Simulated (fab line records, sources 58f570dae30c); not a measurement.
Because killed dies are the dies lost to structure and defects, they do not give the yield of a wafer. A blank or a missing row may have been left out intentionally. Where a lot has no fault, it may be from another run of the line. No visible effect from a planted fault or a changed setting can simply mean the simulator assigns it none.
fab line records	flow berkeley-cmos170
record: lots: 14	wafers: 42	last-day: 12
route steps=331 shown PWELL@46 PVT@123 PLDD@151 NLDD@168
lots that met no fault: from a run of the same line without faults
start-h: hours from the record's opening day to when the first of the lot's shown wafers began	wait-h: hours from the lot's prior step to this one	" identical to the entry in the row above	L1.1+2: one row covering several wafers at once	- no value, or no start was given	* or withheld: withheld	< > ~ a bound
route shown NAME@n: names a module that has steps shown in the file, with the first one's number in the route	usual: mean and standard deviation over wafers with no fault	same: alike in all rows	chamber/n: place in a boat	sites: per-site readings	_std_site: standard deviation of those values	_edge_site: mean of outer sites minus mean of inner sites	radius-mm: how far each site lies from the wafer's centre	mask NAME#n: copy n	behind: tool/chamber where the wafer was last shaped	hold: cause of the lot's hold/its duration in hours/its outcome	device: which transistor (n, p or np) failed to switch	end of line: the tests these same wafers got at the end of their route	where a step has no rows: the recipe by itself	killed: not the wafer's yield, but the dies lost to structure and defects at the first sort	map: a wafer's dies, x killed, . not, _ none there
set.NAME: the setting the step ran with; set.NAME@STEP: the setting that earlier step ran with	model.NAME: the simulator's own value behind a step, which no gauge read
the route's steps for a sample of lots (tables are steps, rows are wafers)
services: from which hour (start-h, from the record's first day; less than 0 if before it) a tool's chamber was out of use, for how many hours, and why
== steps ==
step: UCB170_PWELL_DEVELOP_12
recipe: developer: TMAH	develop-time-s: 45	resist: KrF	dev-temp-c: 21
usual: chill-plate-temp-C: 22.98/0.11	develop-time-s: 45/0
lot.wafer	tool	chamber	start-h	wait-h	chill-plate-temp-C	develop-time-s
L612.1	litho-track-03	0	58	-	22.92	45
L612.3	"	0	"	"	23.05	45
L612.4	"	0	"	"	22.96	45
L613.4	litho-track-01	0	70	-	23.02	45
L613.5	"	0	"	"	22.85	45
L613.6	"	0	"	"	22.92	45
L614.2	litho-track-03	0	70	-	23.07	45
L614.5	"	0	"	"	22.77	45
L614.6	"	0	"	"	22.94	45
L616.1	litho-track-03	0	79	-	22.78	45
L616.5	"	0	"	"	22.93	45
L616.6	"	0	"	"	22.81	45
L620.2	litho-track-02	0	97	-	22.87	45
L620.3	"	0	"	"	22.98	45
L620.6	"	0	"	"	22.92	45
L621.3	litho-track-03	0	97	-	23.19	45
L621.5	"	0	98	-	22.99	45
L621.6	"	0	"	"	23.16	45
L624.1	litho-track-01	0	104	-	22.88	45
L624.2	"	0	"	"	22.78	45
L624.4	"	0	"	"	22.90	45
L627.3	litho-track-01	-	127	-	-	-
L627.5	"	-	"	"	-	-
L627.6	"	-	"	"	-	-
L628.1	litho-track-03	-	134	-	-	-
L628.4	"	-	135	-	-	-
L628.5	"	-	"	"	-	-
L630.1	litho-track-02	0	146	-	22.81	45
L630.2	"	0	"	"	22.95	45
L630.6	"	0	"	"	22.91	45
L631.3	litho-track-01	0	151	-	22.97	45
L631.4	"	0	"	"	22.97	45
L631.5	"	0	"	"	22.86	45
L632.1	litho-track-03	0	151	-	22.97	45
L632.3	"	0	"	"	23.04	45
L632.5	"	0	"	"	22.97	45
L633.3	litho-track-03	0	167	-	23.11	45
L633.4	"	0	"	"	23.26	45
L633.5	"	0	"	"	23.10	45
L635.2	litho-track-01	0	167	-	23.01	45
L635.3	"	0	"	"	23.00	45
L635.5	"	0	"	"	23.00	45
step: UCB170_PVT_STRIP_08
recipe: chemistry: O2	power-w: 400	pressure-mtorr: 3500	platen-temp-c: withheld	o2-flow-sccm: 400	overash-fraction: 0.5
usual: chamber-pressure-mTorr: 3499/3	drypump-motor-current-A: 5.7/0.52	oes-product-au: 0.734/0.0046	strip-time-to-endpoint-s: 21.77/0.055
lot.wafer	tool	chamber	start-h	wait-h	chamber-pressure-mTorr	drypump-motor-current-A	oes-product-au	rf-hours-counter-h	strip-time-to-endpoint-s
L612.1	plasma-asher-04	0	122.96	0.1	3499	5.7	0.728	41	21.69
L612.3	"	0	"	"	3495	5.6	0.740	-	21.72
L612.4	"	1	"	"	3501	5.6	0.741	-	21.69
L614.2	plasma-asher-01	0	142.83	0.1	3496	5.8	0.733	4	21.73
L614.5	"	0	"	"	3500	5.8	0.730	-	21.76
L614.6	"	1	"	"	3498	5.8	0.742	-	21.70
L613.4	plasma-asher-04	0	143.66	0.1	3504	5.7	0.736	-	21.82
L613.5	"	1	"	"	3496	5.6	0.735	-	21.86
L613.6	"	0	"	"	3503	5.6	0.735	-	21.86
L616.1	plasma-asher-01	1	146.69	0.1	3503	5.8	0.732	4	21.89
L616.5	"	1	"	"	3503	5.8	0.735	-	21.87
L616.6	"	0	"	"	3499	5.8	0.741	-	21.85
L620.2	plasma-asher-04	1	170.94	0.1	3498	5.6	0.736	47	21.75
L620.3	"	0	"	"	3501	5.6	0.739	-	21.72
L620.6	"	0	"	"	3499	5.6	0.741	-	21.79
L621.3	plasma-asher-02	0	171.13	0.1	3502	4.8	0.737	-	21.65
L621.5	"	0	"	"	3498	4.8	0.735	-	21.69
L621.6	"	1	"	"	3500	6.6	0.732	-	21.68
L624.1	plasma-asher-04	0	177.42	0.1	3500	5.6	0.739	47	21.80
L624.2	"	1	"	"	3497	5.6	0.734	47	21.81
L624.4	"	0	"	"	3503	5.7	0.734	-	21.82
L630.1	plasma-asher-04	1	216.29	0.1	3497	5.6	0.744	52	21.72
L630.2	"	0	"	"	3496	5.6	0.740	52	21.78
L630.6	"	1	"	"	3499	5.6	0.736	-	21.77
L631.3	plasma-asher-01	0	228.01	0.1	3501	5.8	0.747	-	21.79
L631.4	"	1	"	"	3497	5.8	0.742	-	21.73
L631.5	"	0	"	"	3499	5.8	0.733	-	21.71
L632.1	plasma-asher-02	1	228.25	0.1	3492	6.6	0.733	42	21.71
L632.3	"	1	"	"	3501	6.6	0.727	-	21.71
L632.5	"	1	"	"	3502	6.6	0.738	-	21.77
L635.2	plasma-asher-04	0	240.42	0.1	3498	5.6	0.737	54	21.77
L635.3	"	1	"	"	3498	5.6	0.736	-	21.86
L635.5	"	0	"	"	3503	5.7	0.734	-	21.81
L633.3	plasma-asher-02	0	240.73	0.1	3496	4.8	0.733	-	21.81
L633.4	"	1	"	"	3504	6.6	0.724	-	21.88
L633.5	"	1	"	"	3499	6.6	0.734	-	21.85
step: UCB170_PLDD_CD_MEAS_06
recipe: target-cd-nm: 1200
usual: cd-nm: 1199.6/1.4
lot.wafer	tool	chamber	start-h	wait-h	cd-nm
L612.1	cd-sem-02	-	142.98	-	1197.6
L612.3	"	-	"	"	1199.3
L612.4	"	-	"	"	1198.5
L613.4	cd-sem-01	-	158.65	-	1200.1
L613.5	"	-	"	"	1199.4
L613.6	"	-	"	"	1198.2
L614.2	cd-sem-01	-	159.16	-	1200.1
L614.5	"	-	"	"	1197.4
L614.6	"	-	"	"	1198.6
L616.1	cd-sem-01	-	159.29	-	1201.0
L616.5	"	-	"	"	1200.1
L616.6	"	-	"	"	1201.0
L620.2	cd-sem-02	-	182.12	-	1200.1
L620.3	"	-	"	"	1198.9
L620.6	"	-	"	"	1198.7
L621.3	cd-sem-02	-	182.32	-	1199.5
L621.5	"	-	"	"	1198.2
L621.6	"	-	"	"	1199.1
L624.1	cd-sem-02	-	192.31	-	1198.6
L624.2	"	-	"	"	1199.6
L624.4	"	-	"	"	1199.7
L630.1	cd-sem-01	-	232.44	-	1199.7
L630.2	"	-	"	"	1199.2
L630.6	"	-	"	"	1198.9
L632.1	cd-sem-01	-	248.12	-	1199.9
L632.3	"	-	"	"	1198.8
L632.5	"	-	"	"	1198.5
L631.3	cd-sem-02	-	248.44	-	1203.0
L631.4	"	-	"	"	1202.8
L631.5	"	-	"	"	1202.9
L635.2	cd-sem-01	-	256.76	-	1201.0
L635.3	"	-	"	"	1200.1
L635.5	"	-	"	"	1199.8
L633.3	cd-sem-01	-	257.74	-	1198.2
L633.4	"	-	"	"	1201.1
L633.5	"	-	"	"	1199.6
step: UCB170_NLDD_STRIP_10
recipe: chemistry: O2	power-w: 400	pressure-mtorr: 3500	platen-temp-c: withheld	o2-flow-sccm: 400	overash-fraction: 0.5
usual: chamber-pressure-mTorr: 3500/3.5	drypump-motor-current-A: 5.7/0.62	oes-product-au: 0.735/0.0048	strip-time-to-endpoint-s: 21.49/0.053
lot.wafer	tool	chamber	start-h	wait-h	chamber-pressure-mTorr	drypump-motor-current-A	oes-product-au	rf-hours-counter-h	strip-time-to-endpoint-s
L612.1	plasma-asher-02	1	146.18	0.1	3504	6.6	0.733	33	21.53
L612.3	"	1	"	"	3505	6.6	0.733	-	21.53
L612.4	"	0	"	"	3498	4.8	0.732	-	21.53
L613.4	plasma-asher-01	1	160.92	0.1	3502	5.8	0.740	-	21.50
L613.5	"	1	"	"	3500	5.8	0.735	-	21.51
L613.6	"	0	"	"	3503	5.8	0.728	-	21.51
L614.2	plasma-asher-03	1	161.57	0.1	3503	6.0	0.728	42	21.53
L614.5	"	0	"	"	3496	5.5	0.738	-	21.56
L614.6	"	1	"	"	3499	6.0	0.736	-	21.57
L616.1	plasma-asher-02	0	161.72	0.1	3499	4.8	0.738	35	21.46
L616.5	"	1	"	"	3503	6.6	0.739	-	21.49
L616.6	"	0	"	"	3502	4.8	0.741	-	21.45
L620.2	plasma-asher-01	1	184.84	0.1	3504	5.8	0.732	8	21.49
L620.3	"	0	"	"	3507	5.8	0.738	-	21.39
L620.6	"	0	"	"	3499	5.8	0.745	-	21.45
L621.3	plasma-asher-03	1	185.15	0.1	3497	6.0	0.736	-	21.46
L621.5	"	0	"	"	3500	5.5	0.736	-	21.50
L621.6	"	1	"	"	3500	6.0	0.744	-	21.45
L624.1	plasma-asher-02	0	196.25	0.1	3503	4.8	0.743	38	21.53
L624.2	"	1	"	"	3500	6.6	0.732	38	21.49
L624.4	"	0	"	"	3498	4.8	0.741	-	21.57
L630.1	plasma-asher-03	0	234.53	0.1	3499	5.5	0.732	50	21.42
L630.2	"	1	"	"	3506	6.0	0.726	50	21.50
L630.6	"	0	"	"	3501	5.5	0.726	-	21.48
L632.1	plasma-asher-03	1	250.37	0.1	3504	6.0	0.736	52	21.53
L632.3	"	0	"	"	3501	5.5	0.740	-	21.52
L632.5	"	1	"	"	3504	6.0	0.733	-	21.59
L631.3	plasma-asher-03	1	250.77	0.1	3501	6.0	0.735	-	21.51
L631.4	"	0	"	"	3498	5.5	0.726	-	21.52
L631.5	"	0	"	"	3499	5.4	0.730	-	21.53
L635.2	plasma-asher-02	1	259.47	0.1	3512	6.6	0.735	45	21.42
L635.3	"	0	"	"	3497	4.8	0.736	-	21.40
L635.5	"	0	"	"	3498	4.8	0.729	-	21.42
L633.3	plasma-asher-02	1	260.23	0.1	3499	6.6	0.744	-	21.54
L633.4	"	0	"	"	3505	4.8	0.742	-	21.53
L633.5	"	0	"	"	3497	4.8	0.739	-	21.45
== services ==
tool	chamber	start-h	hours	kind
plasma-asher-03	-	37.90	2.4	repair
plasma-asher-03	-	56.28	7.4	pm
plasma-asher-02	-	60.77	0.8	repair
plasma-asher-02	-	73.91	2.8	pm
plasma-asher-02	-	83.23	3.6	repair
plasma-asher-02	-	87.83	1.6	repair
plasma-asher-02	-	108.49	1.1	repair
plasma-asher-01	-	108.75	9.0	pm
plasma-asher-01	0	108.75	9.0	vent-cycle
plasma-asher-01	1	108.75	9.0	vent-cycle
plasma-asher-01	0	117.75	-	clean
plasma-asher-01	1	117.75	-	clean
plasma-asher-03	-	126.03	14.6	pm
== key ==
first-sign: step: UCB170_PWELL_DEVELOP_12	reading: tool-record	direction: missing
effect none on later readings
met-at UCB170_PWELL_DEVELOP_12
struck-lots L627,L628
later-rows-left-out L627.3,L627.5,L627.6,L628.1,L628.4,L628.5
sort-left-out L627.3,L627.5,L627.6,L628.1,L628.4,L628.5
tester-left-out L627,L628
not-acting-at UCB170_PVT_STRIP_08,UCB170_PLDD_CD_MEAS_06,UCB170_NLDD_STRIP_10
fault: kind: skipped-step-whole	tool: litho-track-01,litho-track-03	chamber: -	onset-h: 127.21	steps: UCB170_PWELL_DEVELOP_12	scope: struck-lots-only
tester-left-out: of these lots the tester's yield and bins aren't shown, on N5 and GAA mostly nor the transistor test; their killed dies are dies lost to structure and defects alone, not to doping, threshold or leakage, so they don't give the yield
sort-left-out: the simulated sort isn't trusted on such a fault, so these wafers' sort isn't shown, and their yield isn't known
later-rows-left-out: the simulator's readings of these wafers behind a module that went badly wrong aren't trusted and aren't shown, but for the sort
